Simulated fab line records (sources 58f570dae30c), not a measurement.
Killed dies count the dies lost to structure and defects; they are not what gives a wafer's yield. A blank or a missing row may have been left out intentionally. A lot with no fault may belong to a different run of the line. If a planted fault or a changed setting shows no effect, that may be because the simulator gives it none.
Which tool is to blame?    flow berkeley-cmos170    route of 331 steps, sampled at 1 step: 7 lots, 21 wafers

WHAT EACH GAUGE READ, for each wafer
UCB170_NWELL_THK_MEAS_02.
lot   measured     on             NWELL_OXIDE_THK (nm)
L879  day 2 14:10  film-metro-03  26.7 26.2 26.7
L882  day 3 02:41  film-metro-02  26.4 25.9 26.0
L883  day 3 09:36  film-metro-01  25.3 24.6 25.2
L885  day 3 17:10  film-metro-02  25.8 25.3 25.7
L889  day 4 08:48  film-metro-02  26.5 27.0 26.4
L893  day 5 08:02  film-metro-02  27.2 26.9 26.6
L896  day 5 22:29  film-metro-03  26.0 26.3 26.6

TOOL THAT RAN EACH LOT (tool first, then ch and the chambers of the sampled wafers, then the start)
Record: no process step prior to these readings.

THE ANSWER, worked out from the rows above alone
Rule: the usual values come from the lots themselves. The widest of any qualifying gaps counts: lots, ordered by their means at a reading, are off when they make up no more than a third of the lots, leave a main group of 4 or more, and stand apart from it by 3 or more times the standard deviation of that group's means. A main group whose means are all the same, to the digits that the tables above print for the reading, isn't used. A lot without any number at a reading at which 4 lots or more have one is off too. All remaining lots with rows at the step are treated as sound.
Nothing can be told from this: no lot is off at any reading shown.

WHAT THE SIMULATOR HAD INSERTED
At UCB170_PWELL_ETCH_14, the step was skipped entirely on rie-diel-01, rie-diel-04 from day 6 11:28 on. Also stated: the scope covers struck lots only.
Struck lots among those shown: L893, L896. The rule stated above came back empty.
